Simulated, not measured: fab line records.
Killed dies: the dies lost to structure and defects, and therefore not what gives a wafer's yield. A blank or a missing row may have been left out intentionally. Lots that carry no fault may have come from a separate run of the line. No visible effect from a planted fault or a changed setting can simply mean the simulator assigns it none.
A lot that was struck, set against a sound lot ; flow rit-cmos ; 30 steps out of a route of 202
Sound: wafers L571.2, L571.3, L571.4. The struck wafers were L586.1, L586.2, L586.4. The cause is named last.
Per side, at each step with rows, come the tool, then ch with its chambers, and then its first start. Under that, the readings that differ: sound wafers ; struck wafers ; difference of the means ; sigmas: that difference in standard deviations of wafers without a fault.
alike: readings whose means differ by less than 2 such deviations, and words and numbers that are the same on both sides. not compared: withheld readings, readings that some wafer has no value for, bounds like >300 that may hide the same value, and numbers for which the record gives no deviation and whose values overlap.
Wherever a step has rows on one side only, a row that says differs or no value, or a row with sigmas, the two part there. When numbers do not overlap yet have no deviation, they are printed without sigmas and do not part them. A reading missing from all wafers of one side parts the sides only when that side holds two or more wafers.

RIT_FOX2_THK_MEAS_01:
  sound on film-metro-03 at day 1 19:18; struck on film-metro-03 at day 4 22:24
reading;sound;struck;difference;sigmas
FOX2_OXIDE_THK (nm);339 343 343;354 355 354;+13;+3
then, 2 steps without rows for these wafers: RIT_FOX2_CLEAN_02 (cleans in dHF, time 180 s); RIT_FOX2_WET_ETCH_03 (etches Si3N4 in H3PO4, target depth 195 nm, time 2700 s).
RIT_FOX2_THK_MEAS_90:
  sound on film-metro-03 at day 1 20:11; struck on film-metro-03 at day 4 23:17
reading;sound;struck;difference;sigmas
FIELD_OXIDE_LEFT_1_THK (nm);312 317 316;327 328 327;+12;+3
then, 6 steps without rows for these wafers: RIT_NWELL_HMDS_00 (prime time 58.51 s); RIT_NWELL_COAT_01 (resist thk 1300 nm); RIT_NWELL_SOFTBAKE_02 (time 60 s); RIT_NWELL_EXPOSE_03 (exposes mask M2, target cd 43900 nm); RIT_NWELL_PEB_04; RIT_NWELL_DEVELOP_05 (develop time 68 s).
RIT_NWELL_OVL_MEAS_06:
  sound on overlay-01 at day 1 21:13; struck on overlay-01 at day 5 00:20
  alike: NWELL_OVL
then, 1 step without rows for these wafers: RIT_NWELL_HARDBAKE_07 (time 120 s).
RIT_NWELL_IMPLANT_08:
  sound on implanter-01 ch 0, day 1 21:32; struck on implanter-03 ch 0, day 5 00:38
reading;sound;struck;difference;sigmas
dose-ions-cm2;4.996e+13 5.009e+13 4.998e+13;5.283e+13 5.287e+13 5.286e+13;+2.843e+12;+52
faraday-current-uA;161 162 157;173 169 169;+10;+3
RIT_NWELL_STRIP_09: strips in O2, time 180 s.
  sound on plasma-asher-04 ch 0,1, day 1 21:39; struck on plasma-asher-03 ch 0,1, day 5 00:47
  alike: chamber-pressure-mTorr, drypump-motor-current-A
  not compared: rf-hours-counter-h
RIT_NWELL_TW_MEAS_10:
  sound on film-metro-04 at day 1 21:50; struck on film-metro-04 at day 5 00:57
reading;sound;struck;difference;sigmas
NWELL_TW;2190 2173 2165;2221 2235 2226;+51;+2
then, 6 steps without rows for these wafers: RIT_PWELL_HMDS_00 (prime time 60 s); RIT_PWELL_COAT_01 (resist thk 1300 nm); RIT_PWELL_SOFTBAKE_02 (time 60 s); RIT_PWELL_EXPOSE_03 (exposes mask M3, target cd 43700 nm); RIT_PWELL_PEB_04; RIT_PWELL_DEVELOP_05 (develop time 68 s).
RIT_PWELL_OVL_MEAS_06:
  sound on overlay-02 at day 1 22:47; struck on overlay-02 at day 5 01:53
  alike: PWELL_OVL
then, 2 steps without rows for these wafers: RIT_PWELL_HARDBAKE_07 (time 120 s); RIT_PWELL_IMPLANT_08.
RIT_PWELL_STRIP_09: strips in O2, time 180 s.
  sound on plasma-asher-04 ch 0,1, day 1 23:13; struck on plasma-asher-02 ch 0,1, day 5 02:20
  alike: chamber-pressure-mTorr, drypump-motor-current-A
  not compared: rf-hours-counter-h
RIT_PWELL_TW_MEAS_10:
  sound on film-metro-03 at day 1 23:23; struck on film-metro-03 at day 5 02:30
  alike: PWELL_TW
then, 1 step without rows for these wafers: RIT_WELLDRIVE_ANNEAL_00 (time 14700 s).
RIT_WELLDRIVE_RS_MEAS_01: uses a four-point probe to measure.
  sound on film-metro-03 at day 2 05:14; struck on film-metro-04 at day 5 07:49
reading;sound;struck;difference;sigmas
NWELL_RS (ohm/sq);276.1 275.8 276.1;267.3 267.3 267.2;-8.7;-11
RIT_WELLDRIVE_RS_MEAS_02: uses a four-point probe to measure.
  sound on film-metro-03 at day 2 05:21; struck on film-metro-04 at day 5 07:56
  alike: PWELL_RS
RIT_M1_PROBE_99:
  sound on prober-02 at day 3 11:02; struck on prober-01 at day 6 16:22
reading;sound;struck;difference;sigmas
model.etest.nwell-pinched.rs-ohm-sq;335.7 335.1 336.8;329.9 328.4 331;-6.1;
model.etest.well-edge-right.line-ohm-um;183.9 184.5 185.2;176.1 176.2 176.3;-8.3;
model.etest.well-edge-left.line-ohm-um;181.2 183.9 183.7;176.6 175.4 176;-6.9;
  alike: killed-at-front-end, killed-dies, killed-open, killed-short

== WHERE THEY PART ==
First at RIT_FOX2_THK_MEAS_01; last, within this record, at RIT_WELLDRIVE_RS_MEAS_01. Later steps at which nothing parts them and some readings are alike: RIT_WELLDRIVE_RS_MEAS_02, RIT_M1_PROBE_99.

WHY: what had been put in by the simulator
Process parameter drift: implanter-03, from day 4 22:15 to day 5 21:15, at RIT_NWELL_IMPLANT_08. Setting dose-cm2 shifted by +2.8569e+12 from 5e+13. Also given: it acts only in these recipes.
